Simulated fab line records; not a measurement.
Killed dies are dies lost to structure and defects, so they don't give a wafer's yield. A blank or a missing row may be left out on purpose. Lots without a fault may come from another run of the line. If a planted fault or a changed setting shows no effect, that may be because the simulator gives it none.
Code-filled problem report in 8D (eight disciplines) form    flow rit-cmos    the parts of the form that need people (team, actions taken, sign-off) are left out

## 1. THE ISSUE
At RIT_NSD_COAT_01, spin-speed-rpm averages 3438.8 rpm over 6 wafers from 2 lots, while fault-free wafers read 3250.0 rpm, standard deviation 2.7. That puts it +70 standard deviations away from the usual mean.
The step: resist thk 1000 nm.
The first sign was on wafer L242.1 at day 7 04:14, on litho-track-04. At this step, 39 wafers from 13 lots have a number in the record. Rule for "out" (also "out of limits"): further than 4 standard deviations from the usual mean. The other wafers with a number count as sound.

## 2. WHAT IT IS, WHAT IT ISN'T
question                     is                      is not
which readings at this step  spin-speed-rpm          -
which lots                   L242, L244              L222, L223, L224, L225, L226, L227, L228, L229, L230, L231, L232
which wafers of those lots   all that have a number  -
read on which tools          litho-track-04          litho-track-01, litho-track-03
when                         from day 7 04:14        up to then (33 sound wafers)

## 3. SUSPECTS, AND WHAT RULES EACH OUT
Counting: a tool stays on the suspect list if, at a process step up to the reading, it processed all lots that are out and no sound lot following the first of them.
- litho-track-04 at RIT_NSD_COAT_01 (resist thk 1000 nm): kept. It ran every lot that is out, first L242 (day 7 04:14), and no sound lot after that. Its own readings are out on those wafers: spin-speed-rpm.
Remaining after the count: litho-track-04 at RIT_NSD_COAT_01.

## 4. THE CAUSE (what the simulator had put in)
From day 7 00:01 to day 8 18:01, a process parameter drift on litho-track-04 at RIT_NSD_COAT_01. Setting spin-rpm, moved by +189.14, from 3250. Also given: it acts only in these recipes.
Counting left only this tool.

## 5. THE EFFECT CHAIN, in route order
Each row: a reading whose mean over the struck wafers that have a number lies more than 3 standard deviations from the usual. Only readings for which the record gives a usual standard deviation are gone through. hours: the time from each lot's start at the first step in this table that gives one to its start at this step, as a median over the lots. sigmas: the change in usual standard deviations.
hours  step             reading         usual       on struck wafers  change  sigmas
0      RIT_NSD_COAT_01  spin-speed-rpm  3250.0 rpm  3438.8            +188.8  +70
It contains these process steps:
- RIT_NSD_COAT_01: resist thk 1000 nm.
Later steps that measure or inspect, where all struck wafers having a row at the step show a number for every such reading and not one has moved that far: RIT_M1_THK_MEAS_02, RIT_M1_CD_MEAS_90.

## 6. HOW IT WOULD HAVE BEEN CAUGHT EARLIER
In this record no reading fell out of limits until day 7 04:14, 4 hours after the fault had begun at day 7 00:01.
